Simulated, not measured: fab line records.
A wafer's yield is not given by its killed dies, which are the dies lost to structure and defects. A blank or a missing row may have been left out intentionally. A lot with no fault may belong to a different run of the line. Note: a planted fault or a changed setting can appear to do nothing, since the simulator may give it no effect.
Check of tool commonality + flow rit cmos + Sample size 14 lots and 48 wafers

WHY THIS WAS OPENED
RIT_PLDD_TW_MEAS_10, reading PLDD_TW: flagged on 2 of 14 lots. Fault-free wafers read 2349, with a standard deviation of 23.
Rule: a lot gets a flag if all its wafers with a number sit over 4 standard deviations from that mean, or if no wafer of it has a number. As for the other lots, they are considered sound.

| lot  | measured    | on            | PLDD_TW, wafer by wafer       | flag    |
|------|-------------|---------------|-------------------------------|---------|
| L132 | day 3 06:45 | film metro-01 | 2340 2347 2333                |         |
| L133 | day 3 10:07 | film metro-03 | 2380 2380 2381                |         |
| L134 | day 3 14:25 | film metro-03 | 2380 2380 2364                |         |
| L136 | day 4 03:35 | film metro-03 | 2372 2358 2360                |         |
| L138 | day 4 08:31 | film metro-01 | 2711 2699 2727 2709 2710 2715 | FLAGGED |
| L140 | day 4 17:40 | film metro-03 | 2366 2366 2367                |         |
| L141 | day 4 23:15 | film metro-03 | 2370 2369 2369                |         |
| L143 | day 5 09:49 | film metro-03 | 2730 2724 2740 2725 2736 2723 | FLAGGED |
| L146 | day 6 02:28 | film metro-03 | 2379 2379 2369                |         |
| L148 | day 6 15:56 | film metro-04 | 2329 2336 2328                |         |
| L149 | day 6 23:09 | film metro-01 | 2335 2342 2330                |         |
| L150 | day 7 05:45 | film metro-03 | 2378 2361 2375                |         |
| L153 | day 8 00:37 | film metro-01 | 2339 2329 2340                |         |
| L154 | day 8 03:29 | film metro-03 | 2368 2364 2367                |         |
On average the flagged lots' numbers are 2721, which is +372 against the usual, or +16 standard deviations.

WHICH TOOL RAN EACH LOT
The record holds 1 process step before the reading, out of a route of 202 steps. Each cell gives the tool, then ch followed by the chambers the sampled wafers passed through, then the start.
| lot  | flag    | RIT_PLDD_IMPLANT_08            |
|------|---------|--------------------------------|
| L132 |         | implanter-03 ch 0, day 3 06:26 |
| L133 |         | implanter-02 ch 0, day 3 09:47 |
| L134 |         | implanter-04 ch 0, day 3 14:07 |
| L136 |         | implanter-04 ch 0, day 4 03:17 |
| L138 | FLAGGED | implanter-04 ch 0, day 4 08:14 |
| L140 |         | implanter-02 ch 0, day 4 17:21 |
| L141 |         | implanter-02 ch 0, day 4 22:56 |
| L143 | FLAGGED | implanter-04 ch 0, day 5 09:31 |
| L146 |         | implanter-02 ch 0, day 6 02:08 |
| L148 |         | implanter-03 ch 0, day 6 15:38 |
| L149 |         | implanter-03 ch 0, day 6 22:49 |
| L150 |         | implanter-02 ch 0, day 7 05:25 |
| L153 |         | implanter-04 ch 0, day 8 00:20 |
| L154 |         | implanter-04 ch 0, day 8 03:10 |
What is done by these steps:
- RIT_PLDD_IMPLANT_08
- RIT_PLDD_TW_MEAS_10

FLAGGED AGAINST TOTAL, ONE TOOL AT A TIME (gauges that did the reading follow at the end)
| step                | tool          | lots run | flagged | share of the flagged lots | sound lots run after its first flagged lot |
|---------------------|---------------|----------|---------|---------------------------|--------------------------------------------|
| RIT_PLDD_IMPLANT_08 | implanter-02  | 5        | 0       | none                      | -                                          |
| RIT_PLDD_IMPLANT_08 | implanter-03  | 3        | 0       | none                      | -                                          |
| RIT_PLDD_IMPLANT_08 | implanter-04  | 6        | 2       | all                       | 2 (L153,L154)                              |
| RIT_PLDD_TW_MEAS_10 | film metro-01 | 4        | 1       | some                      | 2 (L149,L153)                              |
| RIT_PLDD_TW_MEAS_10 | film metro-03 | 9        | 1       | some                      | 3 (L146,L150,L154)                         |
| RIT_PLDD_TW_MEAS_10 | film metro-04 | 1        | 0       | none                      | -                                          |

WHAT IS ALLOWED BY THE TABLE
1 row of the table ran every flagged lot: implanter-04 at RIT_PLDD_IMPLANT_08.
- implanter-04 at RIT_PLDD_IMPLANT_08: 2 of its 6 lots flagged. Lots that were sound ran on it after the first flagged one (L153, L154); a persistent fault on the entire tool would not allow that. Its own readings lie more than 4 standard deviations out on every wafer of the flagged lots: dose ions cm2, end station pressure torr, faraday current uA.
No row of the table ran every flagged lot and no sound lot after the first.

WHAT WAS PUT IN BY THE SIMULATOR
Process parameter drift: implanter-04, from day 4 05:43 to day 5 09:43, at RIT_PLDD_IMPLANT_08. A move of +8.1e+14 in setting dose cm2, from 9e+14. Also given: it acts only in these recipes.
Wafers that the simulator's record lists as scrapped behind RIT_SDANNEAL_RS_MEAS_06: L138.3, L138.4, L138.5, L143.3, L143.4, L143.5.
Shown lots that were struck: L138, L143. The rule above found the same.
